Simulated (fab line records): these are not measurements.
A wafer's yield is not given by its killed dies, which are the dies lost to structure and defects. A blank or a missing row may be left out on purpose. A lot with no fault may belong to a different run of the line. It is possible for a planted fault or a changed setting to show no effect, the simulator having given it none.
Split-lot experiment / flow berkeley-cmos170 / 5 lots, 23 wafers read, on a route of 331 steps

## ABOUT THE SPLIT
At UCB170_NLDD_EXPOSE_03 (exposes mask NSELECT, target cd 1200 nm), the setting dose-mj was moved away from the recipe's 30 on 12 of the 23 wafers read, by +3.7% to +7.3%. For the rest of the wafers, this setting stayed at what the recipe calls for.

## FROM THE SPLIT TO THE READING: what the file shows between them, 2 steps
- UCB170_NLDD_PEB_04
- UCB170_NLDD_DEVELOP_05: develop time 45 s

## THE READING
At UCB170_NLDD_CD_MEAS_06: cd-nm in nanometres, against a target cd of 1200 nm. Fault-free wafers of this fab line usually give 1199.9 nm, standard deviation 1.3 nm.

wafer=L078.1; tool, chamber at the split=krf-scanner-02, 0; dose-mj as run=31.79; against the recipe=+6.0%; cd-nm, nm=1212.1; against lot-mates on the recipe=+11.0
wafer=L078.2; tool, chamber at the split=krf-scanner-02, 0; dose-mj as run=30; against the recipe=recipe; cd-nm, nm=1200.5; against lot-mates on the recipe=-
wafer=L078.3; tool, chamber at the split=krf-scanner-02, 0; dose-mj as run=31.79; against the recipe=+6.0%; cd-nm, nm=1210.6; against lot-mates on the recipe=+9.5
wafer=L078.4; tool, chamber at the split=krf-scanner-02, 0; dose-mj as run=30; against the recipe=recipe; cd-nm, nm=1201.7; against lot-mates on the recipe=-
wafer=L078.5; tool, chamber at the split=krf-scanner-02, 0; dose-mj as run=31.79; against the recipe=+6.0%; cd-nm, nm=1212.2; against lot-mates on the recipe=+11.1
wafer=L082.1; tool, chamber at the split=krf-scanner-01, 0; dose-mj as run=30; against the recipe=recipe; cd-nm, nm=1200.4; against lot-mates on the recipe=-
wafer=L082.3; tool, chamber at the split=krf-scanner-01, 0; dose-mj as run=31.12; against the recipe=+3.7%; cd-nm, nm=1205.3; against lot-mates on the recipe=+4.6
wafer=L082.4; tool, chamber at the split=krf-scanner-01, 0; dose-mj as run=30; against the recipe=recipe; cd-nm, nm=1201.0; against lot-mates on the recipe=-
wafer=L082.5; tool, chamber at the split=krf-scanner-01, 0; dose-mj as run=31.12; against the recipe=+3.7%; cd-nm, nm=1207.7; against lot-mates on the recipe=+7.0
wafer=L082.6; tool, chamber at the split=krf-scanner-01, 0; dose-mj as run=31.12; against the recipe=+3.7%; cd-nm, nm=1206.4; against lot-mates on the recipe=+5.7
wafer=L084.2; tool, chamber at the split=krf-scanner-02, 0; dose-mj as run=30; against the recipe=recipe; cd-nm, nm=1198.6; against lot-mates on the recipe=-
wafer=L084.5; tool, chamber at the split=krf-scanner-02, 0; dose-mj as run=30; against the recipe=recipe; cd-nm, nm=1198.7; against lot-mates on the recipe=-
wafer=L084.6; tool, chamber at the split=krf-scanner-02, 0; dose-mj as run=30; against the recipe=recipe; cd-nm, nm=1199.5; against lot-mates on the recipe=-
wafer=L083.1; tool, chamber at the split=krf-scanner-02, 0; dose-mj as run=30; against the recipe=recipe; cd-nm, nm=1199.9; against lot-mates on the recipe=-
wafer=L083.2; tool, chamber at the split=krf-scanner-02, 0; dose-mj as run=32.18; against the recipe=+7.3%; cd-nm, nm=1210.9; against lot-mates on the recipe=+11.0
wafer=L083.3; tool, chamber at the split=krf-scanner-02, 0; dose-mj as run=30; against the recipe=recipe; cd-nm, nm=1199.9; against lot-mates on the recipe=-
wafer=L083.4; tool, chamber at the split=krf-scanner-02, 0; dose-mj as run=32.18; against the recipe=+7.3%; cd-nm, nm=1212.5; against lot-mates on the recipe=+12.6
wafer=L083.5; tool, chamber at the split=krf-scanner-02, 0; dose-mj as run=32.18; against the recipe=+7.3%; cd-nm, nm=1211.0; against lot-mates on the recipe=+11.1
wafer=L085.2; tool, chamber at the split=krf-scanner-01, 0; dose-mj as run=30; against the recipe=recipe; cd-nm, nm=1197.9; against lot-mates on the recipe=-
wafer=L085.3; tool, chamber at the split=krf-scanner-01, 0; dose-mj as run=31.12; against the recipe=+3.7%; cd-nm, nm=1203.9; against lot-mates on the recipe=+6.0
wafer=L085.4; tool, chamber at the split=krf-scanner-01, 0; dose-mj as run=31.12; against the recipe=+3.7%; cd-nm, nm=1205.0; against lot-mates on the recipe=+7.1
wafer=L085.5; tool, chamber at the split=krf-scanner-01, 0; dose-mj as run=31.12; against the recipe=+3.7%; cd-nm, nm=1203.2; against lot-mates on the recipe=+5.3
wafer=L085.6; tool, chamber at the split=krf-scanner-01, 0; dose-mj as run=30; against the recipe=recipe; cd-nm, nm=1197.9; against lot-mates on the recipe=-

FIT RESULTS
A straight line over all 23 wafers: cd-nm changes by +1.74 nm for each +1% of dose-mj; r = +0.96; the points scatter about the line by 1.5 nm.
The same after taking each lot's own level away (the mean of its wafers on the recipe; 23 wafers): +1.65 nm for each +1%; r = +0.99; scatter 0.74 nm.
On that fit, the largest move of dose-mj shifts the reading by 12 nm.
Across the lots, their own levels run from 1197.90 to 1201.10 nm, a range of 2.5 times the standard deviation given above.
Consequently the slope shifts little with the lot-to-lot level, the two slopes agreeing.
Check: +12.1 nm against its lot-mates is what the line predicts for one of the wafers moved furthest among these (+7.3%) when that wafer is left out of the fit. It came out at +11 nm against them.

## THE OTHER SPLITS THESE WAFERS WENT THROUGH
Before the reading, these wafers also passed through other splits. Each is held against what the fit with the lots' levels taken away leaves over:
other split on the same wafers=UCB170_ZERO_STRIP_07 o2-flow-sccm; wafers away from the commonest value=10; r with cd-nm (lot level and that fit taken away)=-0.26
other split on the same wafers=UCB170_NWELL_IMPLANT_14 energy-kev; wafers away from the commonest value=6; r with cd-nm (lot level and that fit taken away)=+0.47
other split on the same wafers=UCB170_PWELL_PEB_11 peb-temp-c; wafers away from the commonest value=7; r with cd-nm (lot level and that fit taken away)=+0.29
other split on the same wafers=UCB170_WELLDRIVE_OXIDATION_01 temp-c; wafers away from the commonest value=10; r with cd-nm (lot level and that fit taken away)=+0.33
other split on the same wafers=UCB170_SCREENOX_OXIDATION_01 temp-c; wafers away from the commonest value=18; r with cd-nm (lot level and that fit taken away)=-0.02
other split on the same wafers=UCB170_PVT_STRIP_08 o2-flow-sccm; wafers away from the commonest value=8; r with cd-nm (lot level and that fit taken away)=+0.12
other split on the same wafers=UCB170_GATE_COAT_07 resist-thk-nm; wafers away from the commonest value=10; r with cd-nm (lot level and that fit taken away)=-0.05

## THE FILE'S OWN FIT
cd-nm changes by +1.65 nm for each +1% of dose-mj, r = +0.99.
